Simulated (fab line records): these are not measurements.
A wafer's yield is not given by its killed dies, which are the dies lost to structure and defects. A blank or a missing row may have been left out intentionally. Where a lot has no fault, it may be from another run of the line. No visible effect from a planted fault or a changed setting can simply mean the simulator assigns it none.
Problem report in the 8D (eight disciplines) form, filled by code -- flow berkeley cmos170 -- the parts of the form that need people (team, actions taken, sign-off) are left out

1. THE PROBLEM
Wafers free of any fault read 616.6 ohm/sq (standard deviation 1.4) for NLDD_RS at UCB170_SDANNEAL_RS_MEAS_05, against a mean of 604.6 ohm/sq on 6 wafers of 2 lots. Measured from the usual mean, that is -8.6 standard deviations.
The step: measures by four-point-probe.
Earliest sighting: wafer L256.1 on film metro-04 at day 9 20:37. At this step, 42 wafers from 14 lots have a number in the record. Rule for "out", or "out of limits": more than 4 standard deviations from the usual mean. The other wafers with a number count as sound.

2. WHAT IT IS, AND WHAT IT ISN'T
question,is,is not
which readings at this step,NLDD_RS,-
which lots,"L256, L261","L245, L246, L248, L249, L250, L251, L253, L258, L262, L263, L264, L267"
which wafers of those lots,all that have a number,-
read on which gauges,"film metro-02, film metro-04",film metro-03
when,from day 9 20:37,"up to then (24 sound wafers); but 12 sound wafers of L262, L263, L264, L267 came after"

3. WHAT RULES OUT EACH SUSPECT
Counting: a tool at a process step up to the reading stays a suspect if it ran every lot that is out and no sound lot after the first of them.
- the gauge at UCB170_SDANNEAL_RS_MEAS_05 is ruled out. 2 gauges (film metro-02, film metro-04) read the wafers that are out.
- implanter-02 at UCB170_NLDD_IMPLANT_08: kept. Every lot that is out went through it, starting with L256 (day 9 07:04), and after that it ran no sound lot; the last sound lot it ran before then is L248 (day 7 15:04). Its own readings are out on those wafers: tilt deg.
The count leaves implanter-02 at UCB170_NLDD_IMPLANT_08.

4. THE CAUSE (what the simulator had put in)
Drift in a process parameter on implanter-02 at UCB170_NLDD_IMPLANT_08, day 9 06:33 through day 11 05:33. Setting tilt deg shifted by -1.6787 from 7. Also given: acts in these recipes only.
Only this tool survived the counting.

5. SEQUENCE OF EFFECTS, ordered by route
Rows list readings where the struck wafers' mean (over those with a number) sits beyond 3 standard deviations from the usual. Scope: only readings with a usual standard deviation given in the record; hours: median across lots of the time from each lot's start at the first step in this table that gives one to its start at this step; sigmas: change in usual standard deviations.
hours,step,reading,usual,on struck wafers,change,sigmas
0,UCB170_NLDD_IMPLANT_08,tilt deg,6.998 degrees,5.305,-1.693,-94
13,UCB170_SDANNEAL_RS_MEAS_05,NLDD_RS,616.6 ohm/sq,604.6,-12.0,-8.6
Here are the process steps it includes:
- UCB170_NLDD_IMPLANT_08

6. HOW IT WOULD HAVE BEEN CAUGHT EARLIER
14 hours passed between the start of the fault at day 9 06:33 and the first reading out of limits at a measuring or inspecting step in this record, taken at day 9 20:37.
Tool's own readings at UCB170_NLDD_IMPLANT_08, tilt deg: out on all struck wafers the step has rows for; an alarm limit on them would have tripped on the first.
Each of the lots that are out, 2 in all, had begun UCB170_NLDD_IMPLANT_08 on implanter-02 no later than day 9 20:37. Holding the tool at that point would not have protected any of them.
